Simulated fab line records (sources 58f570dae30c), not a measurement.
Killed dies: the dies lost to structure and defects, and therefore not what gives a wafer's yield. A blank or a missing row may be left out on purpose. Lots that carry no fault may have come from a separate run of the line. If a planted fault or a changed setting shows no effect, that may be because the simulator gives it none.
Which of the tools did it? ; flow berkeley-cmos170 ; 14 lots, 42 wafers sampled, at 5 steps of a route of 331

WHAT EACH GAUGE READ, for each wafer
UCB170_START_THK_MEAS_03. Usual: START_OXIDE_THK typically reads 20.0 nm, with standard deviation 0.41.
lot;measured;on;START_OXIDE_THK (nm);flag
L257;day 1 22:26;film-metro-03;19.6 19.4 19.4;
L256;day 1 22:26;film-metro-01;20.3 20.2 20.1;
L258;day 2 06:05;film-metro-02;19.4 19.5 19.8;
L259;day 2 10:19;film-metro-02;19.8 19.8 19.9;
L260;day 2 14:40;film-metro-01;19.9 20.0 19.7;
L261;day 2 21:45;film-metro-03;20.5 20.2 20.1;
L262;day 3 02:29;film-metro-02;20.2 20.3 19.9;
L263;day 3 06:46;film-metro-03;19.8 19.7 20.1;
L265;day 3 14:37;film-metro-01;20.3 20.6 20.0;
L268;day 4 05:27;film-metro-01;20.6 20.3 20.6;
L267;day 4 05:28;film-metro-02;20.2 19.9 20.4;
L269;day 4 13:08;film-metro-02;20.6 20.8 20.5;
L276;day 6 04:16;film-metro-01;19.6 19.9 19.7;
L278;day 6 11:17;film-metro-03;19.4 19.6 19.8;

UCB170_PWELL_THK_MEAS_06. Usual: PWELL_NITRIDE_THK typically reads 218.5 nm, with standard deviation 2.
lot;measured;on;PWELL_NITRIDE_THK (nm);flag
L257;day 3 09:56;film-metro-01;221.7 223.1 220.7;
L256;day 3 09:56;film-metro-03;219.5 217.1 217.8;
L258;day 3 16:53;film-metro-01;217.6 219.2 218.5;
L259;day 4 02:09;film-metro-01;219.8 220.1 220.2;
L260;day 4 02:11;film-metro-03;220.3 221.7 220.2;
L261;day 4 13:05;film-metro-03;217.9 219.1 218.1;
L262;day 4 13:05;film-metro-04;217.2 216.0 216.6;
L263;day 5 00:29;film-metro-04;221.0 221.1 222.6;
L265;day 5 10:46;film-metro-03;216.1 216.3 216.2;
L268;day 6 00:44;film-metro-03;209.9 208.2 207.1;OFF
L267;day 6 00:45;film-metro-04;206.6 206.8 203.3;OFF
L269;day 6 13:06;film-metro-03;216.9 216.7 216.9;
L276;day 7 23:46;film-metro-03;218.6 218.8 219.3;
L278;day 7 23:46;film-metro-04;217.6 217.2 217.6;

UCB170_NVT_OVL_MEAS_06. Usual: NVT_OVL typically reads 3 nm, with standard deviation 5.6.
lot;measured;on;NVT_OVL (nm);flag
L257;day 6 16:16;overlay-01;0 -2 -3;
L256;day 6 16:27;overlay-02;11 13 17;
L258;day 7 06:21;overlay-02;1 3 -4;
L259;day 7 12:22;overlay-01;0 -3 -2;
L260;day 7 12:08;overlay-02;8 4 8;
L261;day 7 21:50;overlay-01;1 5 1;
L262;day 7 21:34;overlay-02;10 9 8;
L263;day 8 14:04;overlay-01;0 4 -2;
L265;day 8 13:42;overlay-01;7 4 5;
L268;day 9 04:17;overlay-01;11 11 10;
L267;day 9 04:04;overlay-02;-3 2 3;
L269;day 9 18:29;overlay-02;3 7 2;
L276;day 10 18:35;overlay-01;6 8 7;
L278;day 10 18:55;overlay-01;8 6 7;

WHAT TOOL EACH LOT RAN ON (gives the tool, then ch and the chambers of the sampled wafers, and finally the start)
lot;UCB170_NWELL_ETCH_13;UCB170_PWELL_CVD_05
L257;rie-diel-04 ch 0,2,3, day 2 16:46;lpcvd-02 ch 0, day 3 08:01
L256;rie-diel-02 ch 0,2,3, day 2 16:50;lpcvd-02 ch 0, day 3 08:01
L258;rie-diel-04 ch 1,2, day 2 23:49;lpcvd-02 ch 0, day 3 14:58
L259;rie-diel-02 ch 0,1, day 3 06:22;lpcvd-01 ch 0, day 4 00:14
L260;rie-diel-04 ch 2,3, day 3 09:16;lpcvd-01 ch 0, day 4 00:14
L261;rie-diel-04 ch 0,2,3, day 3 21:14;lpcvd-01 ch 1, day 4 11:08
L262;rie-diel-03 ch 1,2,3, day 3 21:17;lpcvd-01 ch 1, day 4 11:08
L263;rie-diel-02 ch 1,3, day 4 02:35;lpcvd-02 ch 0, day 4 22:34
L265;rie-diel-04 ch 0,1,3, day 4 12:03;lpcvd-01 ch 0, day 5 08:51
L268;rie-diel-03 ch 0,2, day 5 06:47;lpcvd-01 ch 1, day 5 22:49
L267;rie-diel-04 ch 0,1,3, day 5 06:31;lpcvd-01 ch 0, day 5 22:49
L269;rie-diel-03 ch 1,2,3, day 5 15:59;lpcvd-02 ch 0, day 6 11:11
L276;rie-diel-04 ch 0,2,3, day 7 04:02;lpcvd-02 ch 1, day 7 21:51
L278;rie-diel-03 ch 0,2,3, day 7 09:28;lpcvd-02 ch 0, day 7 21:51
- UCB170_NWELL_ETCH_13: etches Si3N4 in CH3F/Ar/O2, stops on SiO2, target depth 246.4 nm, time 154 s.
- UCB170_PWELL_CVD_05: deposits Si3N4 from SiH2Cl2/NH3, target thk 220 nm, time 3300 s.

AS READ BY THE TOOLS THEMSELVES (means over the sampled wafers that have a number; for cases with no such wafer, the mark the record gives instead)
UCB170_NWELL_ETCH_13. Usual: CH3F_flow_sccm 20.00 sccm, standard deviation 0.061; drypump-motor-current-A 5.7 A, standard deviation 0.42; mfc-ar-sccm 50.00 sccm, standard deviation 0.13; oes-product-au 0.942 a.u., standard deviation 0.017; throttle-valve-pct 8.00 %, standard deviation 0.12.
lot;tool;CH3F_flow_sccm (sccm);drypump-motor-current-A (A);mfc-ar-sccm (sccm);oes-product-au (a.u.);throttle-valve-pct (%);flag
L257;rie-diel-04;20.01;5.8;49.98;0.938;7.98;
L256;rie-diel-02;20.03;5.7;49.84;0.948;8.07;
L258;rie-diel-04;20.06;6.3;49.93;0.940;7.96;
L259;rie-diel-02;19.97;6.0;50.15;0.929;8.04;
L260;rie-diel-04;20.03;6.0;49.96;0.945;8.10;
L261;rie-diel-04;20.00;5.8;49.93;0.942;7.98;
L262;rie-diel-03;20.00;5.4;49.92;0.939;7.98;
L263;rie-diel-02;19.99;5.7;50.04;0.952;8.01;
L265;rie-diel-04;20.03;5.7;49.97;0.941;7.97;
L268;rie-diel-03;19.96;5.4;50.11;0.939;8.09;
L267;rie-diel-04;20.03;5.7;49.99;0.947;7.98;
L269;rie-diel-03;20.00;5.4;49.94;0.942;7.99;
L276;rie-diel-04;19.99;5.8;50.00;0.938;7.98;
L278;rie-diel-03;19.95;5.3;50.07;0.955;8.09;

UCB170_PWELL_CVD_05. Usual: 24.97 sccm for sih2cl2-flow-sccm, sd 0.072.
lot;tool;sih2cl2-flow-sccm (sccm);flag
L257;lpcvd-02;24.97;
L256;lpcvd-02;24.98;
L258;lpcvd-02;25.03;
L259;lpcvd-01;24.85;
L260;lpcvd-01;24.98;
L261;lpcvd-01;24.91;
L262;lpcvd-01;24.99;
L263;lpcvd-02;24.98;
L265;lpcvd-01;24.97;
L268;lpcvd-01;19.99;OFF
L267;lpcvd-01;19.98;OFF
L269;lpcvd-02;24.87;
L276;lpcvd-02;24.99;
L278;lpcvd-02;24.96;

THE ANSWER, worked out from the rows above alone
Rule: lot off if the mean of its wafers having a number is beyond 3 standard deviations from the usual mean. A lot without any number at a reading at which 4 lots or more have one is off too. All remaining lots with rows at the step are treated as sound. The gauges are gone through in route order, then the tools' own readings, and for those a lot's mean is taken as printed above. At the first step where some lot is off, the reading lying furthest off is the one used; lots without a number count as furthest.
Off: L268, L267, at UCB170_PWELL_THK_MEAS_06 (PWELL_NITRIDE_THK).
A tool fits if, at a process step before that reading, it ran every lot that is off, and no sound lot after the first of them. Not tried: the gauges at UCB170_PWELL_THK_MEAS_06; whatever is off there is also off at UCB170_PWELL_CVD_05, on other tools, and gauge error can't account for it. One candidate fits, namely lpcvd-01 at UCB170_PWELL_CVD_05. A fault onset in the window from L265 (day 5 08:51, its last sound lot) to L267 (day 5 22:49, its first lot off) fits.
On the lots that are off, the tool's own readings at UCB170_PWELL_CVD_05 differ by more than 5 times the standard deviation of the sound lots' means, which bears it out; sih2cl2-flow-sccm reads 19.98 sccm there versus 24.96 sccm on the sound lots.

WHAT THE SIMULATOR HAD PUT IN
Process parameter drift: lpcvd-01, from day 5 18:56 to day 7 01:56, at UCB170_PWELL_CVD_05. The setting sih2cl2-flow-sccm was moved by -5, starting from 25. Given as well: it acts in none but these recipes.
Struck lots among those shown: L268, L267. The rule above reached the same finding.
